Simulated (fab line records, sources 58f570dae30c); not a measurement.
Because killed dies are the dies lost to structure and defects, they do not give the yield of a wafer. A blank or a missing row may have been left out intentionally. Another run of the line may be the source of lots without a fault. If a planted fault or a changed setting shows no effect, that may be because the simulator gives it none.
The same fault as seen by 2 desks || flow berkeley cmos170 || each desk has only its own numbers; what lay behind them comes last

## AT THE TOOL OWNER'S DESK: rie metal-02
The tool's own readings at UCB170_M1_METAL_ETCH_12 (etches Al in Cl2/BCl3, stops on PSG, target depth 780 nm, time 130 s): means of the sampled wafers that have a number, for each lot that ran on this tool. A lot is out of limits, marked OUT, if its mean lies more than 4 standard deviations from the usual mean; the brackets give that distance.
Columns: A = drypump motor current A at UCB170_M1_METAL_ETCH_12, usual 5.5 A; B = oes product au at UCB170_M1_METAL_ETCH_12, usual 0.860 a.u.; C = throttle valve pct at UCB170_M1_METAL_ETCH_12, usual 24.43 %
{"lot": "L398", "first seen here": "day 7 02:19", "A": 5.9, "B": 0.864, "C": 24.39}
{"lot": "L404", "first seen here": "day 9 01:04", "A": 5.9, "B": 0.861, "C": 24.38}
{"lot": "L407", "first seen here": "day 9 20:01", "A": 6.1, "B": 0.860, "C": 24.36}
{"lot": "L410", "first seen here": "day 9 23:18", "A": 5.9, "B": 0.855, "C": 24.38}
Finding of this desk: none of the 4 lots has anything out of limits.

## METROLOGY DESK
Means of the sampled wafers that have a number, per lot and without regard to the tool the lot ran on: this is what the gauges read. A lot is out of limits, marked OUT, if its mean lies more than 4 standard deviations from the usual mean; the brackets give that distance.
Columns: A = cd nm at UCB170_M1_CD_MEAS_90, usual 700.5 nm; B = M3_AL_THK at UCB170_M3_THK_MEAS_03, usual 907 nm; C = cd nm at UCB170_M3_CD_MEAS_15, usual 700.0 nm
{"lot": "L399", "first seen here": "day 7 02:10", "A": 702.4, "B": 893, "C": 699.0}
{"lot": "L398", "first seen here": "day 7 02:33", "A": 695.8, "B": 907, "C": 700.1}
{"lot": "L397", "first seen here": "day 7 02:39", "A": 701.4, "B": 880, "C": 699.9}
{"lot": "L400", "first seen here": "day 8 04:35", "A": 700.1, "B": 915, "C": 698.4}
{"lot": "L403", "first seen here": "day 8 05:13", "A": 700.9, "B": 899, "C": 700.5}
{"lot": "L404", "first seen here": "day 9 01:25", "A": 701.7, "B": 904, "C": 700.1}
{"lot": "L407", "first seen here": "day 9 20:16", "A": "683.5 (-7.4) OUT", "B": 918, "C": 703.5}
{"lot": "L411", "first seen here": "day 9 22:35", "A": 697.9, "B": 930, "C": 702.0}
{"lot": "L410", "first seen here": "day 9 23:32", "A": "682.3 (-7.9) OUT", "B": 920, "C": 700.3}
{"lot": "L413", "first seen here": "day 10 21:50", "A": 700.5, "B": 909, "C": 699.4}
{"lot": "L412", "first seen here": "day 10 22:12", "A": 702.2, "B": 903, "C": 701.0}
{"lot": "L419", "first seen here": "day 11 11:50", "A": 701.6, "B": 899, "C": 702.0}
{"lot": "L417", "first seen here": "day 11 13:35", "A": 701.2, "B": 909, "C": 699.0}
{"lot": "L420", "first seen here": "day 11 14:19", "A": 700.4, "B": 909, "C": 699.5}
Finding of this desk: L407, L410 out of limits; the first was L407 at day 9 20:16, on cd nm at UCB170_M1_CD_MEAS_90. Within limits: L399, L398, L397, L400, L403, L404, L411, L413, L412, L419, L417, L420.

## BROUGHT TOGETHER
Metrology desk: alarm possible at day 9 20:16 on L407, L410.
The tool owner's desk saw nothing out of limits.
Tool owner's desk: L407, L410 on record, inside its limits.
The lots listed all ran UCB170_M1_METAL_ETCH_12 on rie metal-02.

## WHAT HAD BEEN PUT IN BY THE SIMULATOR
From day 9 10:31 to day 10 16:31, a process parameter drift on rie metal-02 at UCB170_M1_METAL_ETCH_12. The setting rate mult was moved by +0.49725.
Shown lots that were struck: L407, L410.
Delay in hours, fault start to first out-of-limits reading, per desk: metrology desk 10.
